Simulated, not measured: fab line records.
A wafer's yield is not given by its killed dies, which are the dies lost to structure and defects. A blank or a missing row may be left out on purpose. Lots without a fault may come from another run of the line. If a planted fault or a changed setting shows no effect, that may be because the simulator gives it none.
Comparing a struck lot with a sound one | flow berkeley cmos170 | 17 out of 331 route steps
Sound: these wafers, L201.3, L201.4, L201.5. Wafers L196.1, L196.3, L196.6 were the ones struck. The cause comes at the end.
Each step with rows lists, per side, the tool, then ch with its chambers, then its first start. Under that, the readings that differ: sound wafers | struck wafers | difference of the means | sigmas: that difference in standard deviations of wafers without a fault.
alike: readings whose means differ by less than 2 such deviations, and words and numbers that are the same on both sides. not compared: withheld readings, readings that some wafer has no value for, bounds like >300 that may hide the same value, and numbers for which the record gives no deviation and whose values overlap.
A row with sigmas, a row that says differs or no value, or rows on one side alone: a step with any of these is where the two part. Numbers that don't overlap but have no deviation are shown without sigmas and don't part them. A reading that every wafer of one side lacks parts them only if that side has two wafers or more.

UCB170_NVT_OVL_MEAS_06:
  sound: overlay-02 at day 6 13:57; struck: overlay-01 at day 5 03:19
  alike: NVT_OVL
next, for these wafers, 1 step has no rows: UCB170_NVT_IMPLANT_07.
UCB170_NVT_STRIP_08: strips in O2.
  sound on plasma asher-02 ch 0,1, day 6 14:10; struck on plasma asher-04 ch 0,1, day 5 03:29
  reading                      | sound             | struck            | difference | sigmas
  strip time to endpoint s (s) | 21.67 21.73 21.77 | 21.51 21.54 21.50 | -0.21      | -3
  alike: drypump motor current A, oes product au
  not compared: rf hours counter h
UCB170_NVT_TW_MEAS_09:
  sound: film metro-01 at day 6 14:15; struck: film metro-04 at day 5 03:35
  alike: NVT_TW
then, 7 steps without rows for these wafers: UCB170_NVT_CLEAN_10 (cleans in SPM, time 600 s); UCB170_PVT_HMDS_00 (prime time 60 s); UCB170_PVT_COAT_01 (resist thk 900 nm); UCB170_PVT_SOFTBAKE_02 (time 60 s); UCB170_PVT_EXPOSE_03 (exposes mask NWELL, target cd 3000 nm); UCB170_PVT_PEB_04; UCB170_PVT_DEVELOP_05 (develop time 45 s).
UCB170_PVT_OVL_MEAS_06:
  sound: overlay-02 at day 6 15:51; struck: overlay-02 at day 5 05:17
  alike: PVT_OVL
UCB170_PVT_IMPLANT_07:
  sound on implanter-03 ch 0, day 6 15:56; struck on implanter-04 ch 0, day 5 05:38
  alike: faraday current uA
UCB170_PVT_STRIP_08: strips in O2.
  sound on plasma asher-01 ch 0,1, day 6 16:04; struck on plasma asher-04 ch 0,1, day 5 05:47
  reading                      | sound             | struck            | difference | sigmas
  strip time to endpoint s (s) | 21.68 21.67 21.68 | 21.47 21.55 21.58 | -0.14      | -2
  alike: drypump motor current A, oes product au
  not compared: rf hours counter h
UCB170_PVT_TW_MEAS_09:
  sound: film metro-02 at day 6 16:09; struck: film metro-03 at day 5 05:53
  reading | sound       | struck      | difference | sigmas
  PVT_TW  | 527 526 527 | 633 633 632 | +106       | +17
then, 2 steps without rows for these wafers: UCB170_GATE_WET_ETCH_00 (etches SiO2 in dHF, time 200 s); UCB170_M3_PROBE_99.

== WHERE THEY PART ==
Last at UCB170_PVT_TW_MEAS_09 as far as this record goes, first at UCB170_NVT_STRIP_08.

WHY: the cause the simulator had injected
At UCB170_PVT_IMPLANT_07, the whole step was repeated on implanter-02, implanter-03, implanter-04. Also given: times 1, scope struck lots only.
